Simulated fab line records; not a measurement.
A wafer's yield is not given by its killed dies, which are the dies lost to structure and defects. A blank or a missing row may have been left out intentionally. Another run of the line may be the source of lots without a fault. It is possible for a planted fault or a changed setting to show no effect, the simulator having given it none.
Lot-split experiment | flow rit cmos | 23 wafers read from 5 lots, route of 202 steps

## ON THE SPLIT
At RIT_M1_SPUTTER_00 (material Al, target thk 400 nm, time 500 s), the setting power w was moved away from the recipe's 2000 W on 6 of the 23 wafers read, by -5.8% to +6.9%. The other wafers ran this setting at the recipe's value.

## FROM THE SPLIT TO THE READING: what the file shows between them, 6 steps
- RIT_M1_RS_MEAS_01: measures by four-point-probe
- RIT_M1_THK_MEAS_02: measures by xrf
- RIT_M1_COAT_04: resist thk 1300 nm (also split here: spin rpm)
- RIT_M1_SOFTBAKE_05: time 60 s
- RIT_M1_EXPOSE_06: exposes mask M12, target cd 2600 nm
- RIT_M1_HARDBAKE_11: time 120 s

## THE READING
oes product au, in a.u., at RIT_M1_METAL_ETCH_12 (etches Al in Cl2/BCl3, stops on SiO2, time 165 s, target depth 600 nm). A value of 0.771 a.u. with a standard deviation of 0.0069 a.u. is what fault-free wafers of this fab line usually give.

wafer  | tool, chamber at the split | power w as run, W | against the recipe | oes product au, a.u. | against lot-mates on the recipe
L076.1 | pvd sputter-03, -          | 2000              | recipe             | 0.765                | -
L076.2 | pvd sputter-03, -          | 2000              | recipe             | 0.773                | -
L076.3 | pvd sputter-03, -          | 1884              | -5.8%              | 0.748                | -0.021
L076.4 | pvd sputter-03, -          | 1884              | -5.8%              | 0.737                | -0.032
L076.5 | pvd sputter-03, -          | 1884              | -5.8%              | 0.752                | -0.017
L077.1 | pvd sputter-02, -          | 2000              | recipe             | 0.769                | -
L077.3 | pvd sputter-02, -          | 2000              | recipe             | 0.777                | -
L077.4 | pvd sputter-02, -          | 2000              | recipe             | 0.777                | -
L077.5 | pvd sputter-02, -          | 2000              | recipe             | 0.773                | -
L077.6 | pvd sputter-02, -          | 2000              | recipe             | 0.775                | -
L080.2 | pvd sputter-03, -          | 2000              | recipe             | 0.762                | -
L080.3 | pvd sputter-03, -          | 2000              | recipe             | 0.778                | -
L080.4 | pvd sputter-03, -          | 2000              | recipe             | 0.761                | -
L080.5 | pvd sputter-03, -          | 2000              | recipe             | 0.769                | -
L080.6 | pvd sputter-03, -          | 2000              | recipe             | 0.764                | -
L082.1 | pvd sputter-02, -          | 2000              | recipe             | 0.765                | -
L082.2 | pvd sputter-02, -          | 2000              | recipe             | 0.760                | -
L082.3 | pvd sputter-02, -          | 2137              | +6.9%              | 0.783                | +0.021
L082.5 | pvd sputter-02, -          | 2137              | +6.9%              | 0.799                | +0.037
L082.6 | pvd sputter-02, -          | 2137              | +6.9%              | 0.806                | +0.044
L085.1 | pvd sputter-03, -          | 2000              | recipe             | 0.767                | -
L085.3 | pvd sputter-03, -          | 2000              | recipe             | 0.770                | -
L085.4 | pvd sputter-03, -          | 2000              | recipe             | 0.778                | -

FIT RESULTS
A straight line over all 23 wafers: oes product au changes by +0.00397 a.u. for each +1% of power w; r = +0.89; the points scatter about the line by 0.0069 a.u.
The same after taking each lot's own level away (the mean of its wafers on the recipe; 23 wafers): +0.00452 a.u. for each +1%; r = +0.93; scatter 0.0061 a.u.
Per that fit: largest power w move, reading shift of 0.031 a.u.
Measured against the standard deviation above, the lots' own levels, which go from 0.7625 to 0.7742 a.u., span 1.7 times it.
Thus the slope moves with the lot-to-lot level: the two fits are different.
Check: with one of the wafers moved furthest among these (+6.9%) left out of the fit, the line predicts +0.035 a.u. for it against its lot-mates. Against them it came out at +0.0205 a.u.

## FURTHER SPLITS ON THESE WAFERS
Other splits were also applied to these wafers ahead of the reading. Each is held against what the fit with the lots' levels taken away leaves over:
other split on the same wafers | wafers away from the commonest value | r with oes product au (lot level and that fit taken away)
RIT_M1_COAT_04 spin rpm        | 6                                    | +0.37

## THE WHOLE CHAIN: every reading that the file lists as answering this split, in the file's order
step                 | what it does                                                          | reading                                                                     | change (the file's fit)                   | r (the file's)
RIT_M1_SPUTTER_00    | material Al, target thk 400 nm, time 500 s                            | Al_of_M1_SPUTTER_00.thk nm (the simulator's own value, which no gauge read) | +4.03 nm for each +1% of the setting      | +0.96
RIT_M1_RS_MEAS_01    | measures by four-point-probe                                          | M1_AL_RS                                                                    | -0.000757 for each +1% of the setting     | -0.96
RIT_M1_THK_MEAS_02   | measures by xrf                                                       | M1_AL_THK                                                                   | +3.81 for each +1% of the setting         | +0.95
RIT_M1_METAL_ETCH_12 | etches Al in Cl2/BCl3, stops on SiO2, time 165 s, target depth 600 nm | oes product au                                                              | +0.00452 a.u. for each +1% of the setting | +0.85

## FILE'S OWN FIT
oes product au changes by +0.00452 a.u. for each +1% of power w, r = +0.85.
